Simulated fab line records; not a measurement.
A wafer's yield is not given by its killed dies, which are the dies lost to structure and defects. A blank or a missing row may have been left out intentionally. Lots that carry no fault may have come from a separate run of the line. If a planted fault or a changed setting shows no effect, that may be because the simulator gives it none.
The tool behind it: which one? :: flow berkeley_cmos170 :: 14 lots, 42 wafers sampled, at 6 steps of a route of 331

WHAT EACH GAUGE READ, for each wafer
UCB170_NLDD_CD_MEAS_06 targets a cd of 1200 nm.
lot: L132
measured: day 7 07:50
on: cd_sem-01
cd_nm (nm): 1200.6 1200.8 1200.0

lot: L131
measured: day 7 08:25
on: cd_sem-02
cd_nm (nm): 1198.4 1199.4 1200.2

lot: L133
measured: day 7 19:03
on: cd_sem-02
cd_nm (nm): 1203.5 1203.5 1202.2

lot: L134
measured: day 8 07:52
on: cd_sem-01
cd_nm (nm): 1199.7 1199.6 1200.3

lot: L136
measured: day 8 08:14
on: cd_sem-02
cd_nm (nm): 1201.7 1200.5 1200.6

lot: L135
measured: day 8 08:34
on: cd_sem-01
cd_nm (nm): 1197.0 1198.1 1197.1

lot: L137
measured: day 8 22:08
on: cd_sem-01
cd_nm (nm): 1200.1 1199.4 1199.8

lot: L142
measured: day 10 04:03
on: cd_sem-01
cd_nm (nm): 1199.7 1199.8 1198.6

lot: L143
measured: day 10 11:58
on: cd_sem-02
cd_nm (nm): 1199.6 1199.4 1200.0

lot: L147
measured: day 11 09:44
on: cd_sem-01
cd_nm (nm): 1201.2 1202.0 1201.0

lot: L148
measured: day 11 09:53
on: cd_sem-02
cd_nm (nm): 1202.2 1201.1 1202.2

lot: L150
measured: day 11 12:48
on: cd_sem-01
cd_nm (nm): 1199.3 1200.5 1201.2

lot: L151
measured: day 11 18:04
on: cd_sem-01
cd_nm (nm): 1197.7 1198.4 1199.9

lot: L154
measured: day 12 02:14
on: cd_sem-02
cd_nm (nm): 1201.7 1200.8 1202.8

UCB170_NSD_CD_MEAS_06 targets a cd of 1200 nm.
lot: L132
measured: day 7 17:10
on: cd_sem-01
cd_nm (nm): 1199.7 1200.0 1198.6

lot: L131
measured: day 7 17:41
on: cd_sem-02
cd_nm (nm): 1200.7 1200.0 1202.3

lot: L133
measured: day 8 07:09
on: cd_sem-02
cd_nm (nm): 1198.9 1199.3 1199.2

lot: L134
measured: day 8 17:55
on: cd_sem-02
cd_nm (nm): 1203.1 1202.0 1201.9

lot: L136
measured: day 8 18:26
on: cd_sem-02
cd_nm (nm): 1200.9 1200.9 1200.2

lot: L135
measured: day 8 18:11
on: cd_sem-01
cd_nm (nm): 1199.5 1200.4 1201.5

lot: L137
measured: day 9 09:11
on: cd_sem-01
cd_nm (nm): 1201.3 1202.1 1200.7

lot: L142
measured: day 10 14:47
on: cd_sem-02
cd_nm (nm): 1201.7 1201.3 1200.2

lot: L143
measured: day 10 19:13
on: cd_sem-01
cd_nm (nm): 1201.2 1199.1 1200.6

lot: L147
measured: day 11 20:11
on: cd_sem-02
cd_nm (nm): 1198.5 1199.4 1198.7

lot: L148
measured: day 11 20:27
on: cd_sem-02
cd_nm (nm): 1200.6 1199.2 1199.5

lot: L150
measured: day 11 20:59
on: cd_sem-02
cd_nm (nm): 1201.7 1202.5 1201.0

lot: L151
measured: day 12 04:50
on: cd_sem-01
cd_nm (nm): 1198.5 1196.3 1199.2

lot: L154
measured: day 12 12:40
on: cd_sem-01
cd_nm (nm): 1198.5 1199.6 1199.4

UCB170_SILICIDE_RS_MEAS_02: measurement is done with a four-point probe.
lot: L132
measured: day 7 22:19
on: film_metro-02
SILICIDE_TI_RS (ohm/sq): 26.4 26.5 26.5

lot: L131
measured: day 7 22:51
on: film_metro-02
SILICIDE_TI_RS (ohm/sq): 26.4 26.4 26.1

lot: L133
measured: day 8 09:14
on: film_metro-01
SILICIDE_TI_RS (ohm/sq): 26.2 26.1 26.1

lot: L134
measured: day 8 21:09
on: film_metro-02
SILICIDE_TI_RS (ohm/sq): 25.7 25.6 25.9

lot: L136
measured: day 8 21:22
on: film_metro-03
SILICIDE_TI_RS (ohm/sq): 26.2 25.8 26.4

lot: L135
measured: day 8 21:23
on: film_metro-01
SILICIDE_TI_RS (ohm/sq): 26.3 26.4 26.4

lot: L137
measured: day 9 11:16
on: film_metro-02
SILICIDE_TI_RS (ohm/sq): 26.0 26.2 26.0

lot: L142
measured: day 10 17:17
on: film_metro-02
SILICIDE_TI_RS (ohm/sq): 34.1 34.0 34.1

lot: L143
measured: day 10 21:22
on: film_metro-03
SILICIDE_TI_RS (ohm/sq): 32.7 32.8 32.9

lot: L147
measured: day 12 01:02
on: film_metro-02
SILICIDE_TI_RS (ohm/sq): 26.4 26.7 26.3

lot: L148
measured: day 12 01:01
on: film_metro-03
SILICIDE_TI_RS (ohm/sq): 26.6 26.7 26.6

lot: L150
measured: day 12 01:27
on: film_metro-02
SILICIDE_TI_RS (ohm/sq): 26.6 26.5 26.3

lot: L151
measured: day 12 06:55
on: film_metro-03
SILICIDE_TI_RS (ohm/sq): 26.6 26.6 26.7

lot: L154
measured: day 12 14:44
on: film_metro-02
SILICIDE_TI_RS (ohm/sq): 26.8 26.6 26.5

UCB170_SILICIDE_THK_MEAS_03: measures by xrf.
lot: L132
measured: day 7 22:25
on: film_metro-02
SILICIDE_TI_THK (nm): 30.4 30.3 30.3

lot: L131
measured: day 7 22:58
on: film_metro-02
SILICIDE_TI_THK (nm): 30.3 30.3 30.4

lot: L133
measured: day 8 09:20
on: film_metro-01
SILICIDE_TI_THK (nm): 30.3 30.5 30.4

lot: L134
measured: day 8 21:16
on: film_metro-02
SILICIDE_TI_THK (nm): 31.0 31.3 30.9

lot: L136
measured: day 8 21:29
on: film_metro-03
SILICIDE_TI_THK (nm): 30.3 30.8 30.2

lot: L135
measured: day 8 21:29
on: film_metro-01
SILICIDE_TI_THK (nm): 30.3 30.1 30.0

lot: L137
measured: day 9 11:23
on: film_metro-02
SILICIDE_TI_THK (nm): 30.7 30.4 30.6

lot: L142
measured: day 10 17:24
on: film_metro-02
SILICIDE_TI_THK (nm): 24.2 24.4 24.3

lot: L143
measured: day 10 21:28
on: film_metro-03
SILICIDE_TI_THK (nm): 25.1 25.0 25.0

lot: L147
measured: day 12 01:10
on: film_metro-02
SILICIDE_TI_THK (nm): 30.3 30.1 30.6

lot: L148
measured: day 12 01:08
on: film_metro-03
SILICIDE_TI_THK (nm): 30.1 29.9 30.1

lot: L150
measured: day 12 01:34
on: film_metro-02
SILICIDE_TI_THK (nm): 30.0 30.1 30.3

lot: L151
measured: day 12 07:02
on: film_metro-03
SILICIDE_TI_THK (nm): 29.9 30.0 30.1

lot: L154
measured: day 12 14:51
on: film_metro-02
SILICIDE_TI_THK (nm): 29.8 30.1 30.0

WHAT TOOL EACH LOT RAN ON (gives the tool, then ch and the chambers of the sampled wafers, and finally the start)
lot: L132
UCB170_PSD_STRIP_09: plasma_asher-02 ch 0,1, day 7 15:00
UCB170_SILICIDE_SPUTTER_01: pvd_sputter-01, day 7 22:12

lot: L131
UCB170_PSD_STRIP_09: plasma_asher-01 ch 0,1, day 7 15:19
UCB170_SILICIDE_SPUTTER_01: pvd_sputter-03, day 7 22:48

lot: L133
UCB170_PSD_STRIP_09: plasma_asher-02 ch 0,1, day 8 05:28
UCB170_SILICIDE_SPUTTER_01: pvd_sputter-01, day 8 09:10

lot: L134
UCB170_PSD_STRIP_09: plasma_asher-04 ch 0,1, day 8 16:19
UCB170_SILICIDE_SPUTTER_01: pvd_sputter-03, day 8 21:07

lot: L136
UCB170_PSD_STRIP_09: plasma_asher-02 ch 0,1, day 8 16:41
UCB170_SILICIDE_SPUTTER_01: pvd_sputter-02, day 8 21:20

lot: L135
UCB170_PSD_STRIP_09: plasma_asher-01 ch 0,1, day 8 16:32
UCB170_SILICIDE_SPUTTER_01: pvd_sputter-01, day 8 21:20

lot: L137
UCB170_PSD_STRIP_09: plasma_asher-02 ch 0,1, day 9 06:23
UCB170_SILICIDE_SPUTTER_01: pvd_sputter-03, day 9 11:14

lot: L142
UCB170_PSD_STRIP_09: plasma_asher-01 ch 0,1, day 10 12:55
UCB170_SILICIDE_SPUTTER_01: pvd_sputter-03, day 10 17:15

lot: L143
UCB170_PSD_STRIP_09: plasma_asher-01 ch 0,1, day 10 16:47
UCB170_SILICIDE_SPUTTER_01: pvd_sputter-03, day 10 21:17

lot: L147
UCB170_PSD_STRIP_09: plasma_asher-02 ch 0,1, day 11 18:38
UCB170_SILICIDE_SPUTTER_01: pvd_sputter-02, day 12 00:56

lot: L148
UCB170_PSD_STRIP_09: plasma_asher-04 ch 0,1, day 11 18:46
UCB170_SILICIDE_SPUTTER_01: pvd_sputter-01, day 12 00:56

lot: L150
UCB170_PSD_STRIP_09: plasma_asher-04 ch 0,1, day 11 19:30
UCB170_SILICIDE_SPUTTER_01: pvd_sputter-01, day 12 01:25

lot: L151
UCB170_PSD_STRIP_09: plasma_asher-01 ch 0,1, day 12 03:32
UCB170_SILICIDE_SPUTTER_01: pvd_sputter-01, day 12 06:53

lot: L154
UCB170_PSD_STRIP_09: plasma_asher-01 ch 0,1, day 12 11:29
UCB170_SILICIDE_SPUTTER_01: pvd_sputter-01, day 12 14:42
- UCB170_PSD_STRIP_09: strips in O2.
- UCB170_SILICIDE_SPUTTER_01: material Ti, target thk 30 nm, time 25 s.

WHAT THE TOOLS THEMSELVES READ (means of the sampled wafers that have a number; where no wafer has one, the mark that the record gives instead)
UCB170_PSD_STRIP_09.
lot: L132
tool: plasma_asher-02
drypump_motor_current_A (A): 5.5
oes_product_au (a.u.): 0.597
strip_time_to_endpoint_s (s): 29.34

lot: L131
tool: plasma_asher-01
drypump_motor_current_A (A): 5.2
oes_product_au (a.u.): 0.604
strip_time_to_endpoint_s (s): 29.42

lot: L133
tool: plasma_asher-02
drypump_motor_current_A (A): 5.5
oes_product_au (a.u.): 0.599
strip_time_to_endpoint_s (s): 29.41

lot: L134
tool: plasma_asher-04
drypump_motor_current_A (A): 5.7
oes_product_au (a.u.): 0.604
strip_time_to_endpoint_s (s): 29.42

lot: L136
tool: plasma_asher-02
drypump_motor_current_A (A): 5.4
oes_product_au (a.u.): 0.601
strip_time_to_endpoint_s (s): 29.33

lot: L135
tool: plasma_asher-01
drypump_motor_current_A (A): 5.5
oes_product_au (a.u.): 0.600
strip_time_to_endpoint_s (s): 29.47

lot: L137
tool: plasma_asher-02
drypump_motor_current_A (A): 5.5
oes_product_au (a.u.): 0.604
strip_time_to_endpoint_s (s): 29.49

lot: L142
tool: plasma_asher-01
drypump_motor_current_A (A): 5.5
oes_product_au (a.u.): 0.600
strip_time_to_endpoint_s (s): 29.40

lot: L143
tool: plasma_asher-01
drypump_motor_current_A (A): 5.3
oes_product_au (a.u.): 0.601
strip_time_to_endpoint_s (s): 29.35

lot: L147
tool: plasma_asher-02
drypump_motor_current_A (A): 5.5
oes_product_au (a.u.): 0.602
strip_time_to_endpoint_s (s): 29.53

lot: L148
tool: plasma_asher-04
drypump_motor_current_A (A): 5.4
oes_product_au (a.u.): 0.600
strip_time_to_endpoint_s (s): 29.46

lot: L150
tool: plasma_asher-04
drypump_motor_current_A (A): 5.7
oes_product_au (a.u.): 0.604
strip_time_to_endpoint_s (s): 29.51

lot: L151
tool: plasma_asher-01
drypump_motor_current_A (A): 5.5
oes_product_au (a.u.): 0.598
strip_time_to_endpoint_s (s): 29.44

lot: L154
tool: plasma_asher-01
drypump_motor_current_A (A): 5.3
oes_product_au (a.u.): 0.599
strip_time_to_endpoint_s (s): 29.44

UCB170_SILICIDE_SPUTTER_01.
lot: L132
tool: pvd_sputter-01
throttle_valve_pct (%): 29.6

lot: L131
tool: pvd_sputter-03
throttle_valve_pct (%): 29.6

lot: L133
tool: pvd_sputter-01
throttle_valve_pct (%): 30.0

lot: L134
tool: pvd_sputter-03
throttle_valve_pct (%): 29.5

lot: L136
tool: pvd_sputter-02
throttle_valve_pct (%): 29.9

lot: L135
tool: pvd_sputter-01
throttle_valve_pct (%): 30.0

lot: L137
tool: pvd_sputter-03
throttle_valve_pct (%): 30.1

lot: L142
tool: pvd_sputter-03
throttle_valve_pct (%): 29.9

lot: L143
tool: pvd_sputter-03
throttle_valve_pct (%): 29.4

lot: L147
tool: pvd_sputter-02
throttle_valve_pct (%): 30.0

lot: L148
tool: pvd_sputter-01
throttle_valve_pct (%): 29.7

lot: L150
tool: pvd_sputter-01
throttle_valve_pct (%): 29.1

lot: L151
tool: pvd_sputter-01
throttle_valve_pct (%): 30.0

lot: L154
tool: pvd_sputter-01
throttle_valve_pct (%): 29.1

THE ANSWER, worked out from the rows above alone
Rule: the lots themselves supply what counts as usual. The widest of any qualifying gaps counts: lots, ordered by their means at a reading, are off when they make up no more than a third of the lots, leave a main group of 4 or more, and stand apart from it by 3 or more times the standard deviation of that group's means. A main group whose means are all the same, to the digits that the tables above print for the reading, isn't used. Also off: a lot with no number at a reading for which 4 or more lots have one. Where the step has rows for the other lots, those lots are counted as sound. First the gauges in route order, then the tools' own readings, where a lot's mean is used as printed above. At the first step where some lot is off, the reading lying furthest off is the one used; lots without a number count as furthest.
Off: L142, L143, seen at UCB170_SILICIDE_RS_MEAS_02 (SILICIDE_TI_RS). Mean 26.3 ohm/sq and standard deviation 0.26 in the main group.
If a tool, at a process step before that reading, ran all the lots that are off and no sound lot after the first of them, it fits. Those tools and the gauges at UCB170_SILICIDE_RS_MEAS_02 are tried in the same way. One candidate fits, namely pvd_sputter-03 at UCB170_SILICIDE_SPUTTER_01. A fault onset in the window from L137 (day 9 11:14, its last sound lot) to L142 (day 10 17:15, its first lot off) fits.

WHAT HAD BEEN PUT IN BY THE SIMULATOR
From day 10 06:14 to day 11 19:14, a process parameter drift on pvd_sputter-03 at UCB170_SILICIDE_SPUTTER_01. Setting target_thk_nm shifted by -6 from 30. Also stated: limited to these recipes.
Lots struck among those shown: L142, L143. The rule given above showed the same thing.
